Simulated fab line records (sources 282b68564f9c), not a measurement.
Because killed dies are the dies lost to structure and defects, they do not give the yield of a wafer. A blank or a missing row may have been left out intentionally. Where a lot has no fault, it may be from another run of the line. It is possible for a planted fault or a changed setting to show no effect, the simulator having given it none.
Comparing a struck lot with a sound one -- flow ritCmos -- 19 out of 202 route steps
Sound: these wafers, L706.1, L706.3, L706.5. Wafers struck: L716.1, L716.3, L716.4. The cause is given at the end.
Each step with rows lists, per side, the tool, then ch with its chambers, then its first start. Under that, the readings that differ: sound wafers -- struck wafers -- difference of the means -- sigmas: that difference in standard deviations of wafers without a fault.
alike: readings with means less than 2 such deviations apart, plus words and numbers identical on both sides. not compared: withheld readings, readings lacking a value on some wafer, bounds such as >300 that could conceal the same value, and numbers that have no deviation in the record and whose values overlap.
Wherever a step has rows on one side only, a row that says differs or no value, or a row with sigmas, the two part there. Numbers that have no deviation but don't overlap get no sigmas and don't part them. A reading that every wafer of one side lacks parts them only if that side has two wafers or more.

RIT_SILICIDE_RS_MEAS_02: measurement is done with a four-point probe.
  sound on filmMetro-02 at day 4 09:44; struck on filmMetro-03 at day 6 11:53
  alike: SILICIDE_TI_RS
RIT_SILICIDE_THK_MEAS_03: measures by xrf.
  sound on filmMetro-02 at day 4 09:52; struck on filmMetro-03 at day 6 12:01
  alike: SILICIDE_TI_THK
RIT_SILICIDE_RTA_04: time 10 s, ramp up 5 s, ramp down 5 s.
  sound on rtpAnneal-02 ch 0, day 4 09:55; struck on rtpAnneal-02 ch 0, day 6 12:04
  alike: chamberO2Ppm, wafer_temp_C_max
then, 1 step without rows for these wafers: RIT_SILICIDE_WET_ETCH_05 (etches Ti in SPM, time 120 s).
RIT_SILICIDE_RTA_06: time 10 s, ramp up 5 s, ramp down 10 s.
  sound on rtpAnneal-01 ch 0, day 4 10:02; struck on rtpAnneal-01 ch 0, day 6 12:11
  alike: chamberO2Ppm, wafer_temp_C_max
RIT_CONTACT_CVD_00: deposits SiO2 from TEOS, target thk 400 nm, time 61 s.
  sound on pecvd-02 ch 0,1,2, day 4 10:06; struck on pecvd-04 ch 0,2, day 6 12:15
  alike: heaterPowerW
RIT_CONTACT_THK_MEAS_01:
  sound on filmMetro-01 at day 4 10:09; struck on filmMetro-04 at day 6 12:18
  alike: CONTACT_TEOS_THK
then, 5 steps without rows for these wafers: RIT_CONTACT_HMDS_02 (prime time 60 s); RIT_CONTACT_COAT_03 (resist thk 1000 nm); RIT_CONTACT_SOFTBAKE_04 (time 60 s); RIT_CONTACT_EXPOSE_05 (exposes mask M11, target cd 1000 nm); RIT_CONTACT_PEB_06.
RIT_CONTACT_DEVELOP_07: develop time 120 s.
  sound on lithoTrack-03 ch 0, day 4 10:00; struck on lithoTrack-01 ch 0, day 6 13:00
reading,sound,struck,difference,sigmas
developerTempC (C),22.93 23.12 23.07,25.06 25.25 25.01,+2.07,+21
  alike: chillPlateTempC
RIT_CONTACT_CD_MEAS_08 targets a cd of 1000 nm.
  sound on cdSem-02 at day 4 11:11; struck on cdSem-01 at day 6 13:27
reading,sound,struck,difference,sigmas
cdNm (nm),998.6 1000.0 997.7,991.0 989.2 991.5,-8.2,-4
RIT_CONTACT_OVL_MEAS_09:
  sound on overlay-02 at day 4 11:18; struck on overlay-02 at day 6 13:34
  alike: CONTACT_OVL
then, 1 step without rows for these wafers: RIT_CONTACT_HARDBAKE_10 (time 60 s).
RIT_CONTACT_ETCH_11: etches SiO2 in CHF3/CF4/Ar, stops on TiSi2, target depth 480 nm, time 320 s.
  sound on rieDiel-03 ch 0,1, day 4 11:31; struck on rieDiel-03 ch 1,2,3, day 6 13:46
reading,sound,struck,difference,sigmas
model.CONTACT.cdNm (nm),999.1 999.7 997.8,990.7 989 991.2,-8.6,
  alike: drypumpMotorCurrentA, oesProductAu, throttleValvePct
  not compared: rfHoursCounterH
RIT_CONTACT_STRIP_12: strips in O2, time 180 s.
  sound on plasmaAsher-03 ch 0,1, day 4 11:43; struck on plasmaAsher-04 ch 0,1, day 6 13:57
  alike: drypumpMotorCurrentA
  not compared: rfHoursCounterH
RIT_M1_PROBE_99:
  sound on prober-01 at day 4 16:38; struck on prober-01 at day 6 18:48
reading,sound,struck,difference,sigmas
model.etest.contactToGate.bvRightV (V),92.92 92.66 93.42,93.83 95.06 94.68,+1.52,
  alike: killed_at_M0_to_M3, killedAtContacts, killedAtFrontEnd, killedDies, killedOpen, killedShort
  not compared: model.etest.contactToGate.bvLeftV

== WHERE THEY PART ==
First at RIT_CONTACT_DEVELOP_07; last, within this record, at RIT_CONTACT_CD_MEAS_08. Later steps at which nothing parts them and some readings are alike: RIT_CONTACT_OVL_MEAS_09, RIT_CONTACT_ETCH_11, RIT_CONTACT_STRIP_12, RIT_M1_PROBE_99.

WHY: what had been put in by the simulator
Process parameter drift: lithoTrack-01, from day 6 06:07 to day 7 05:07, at RIT_CONTACT_DEVELOP_07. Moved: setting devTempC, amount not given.
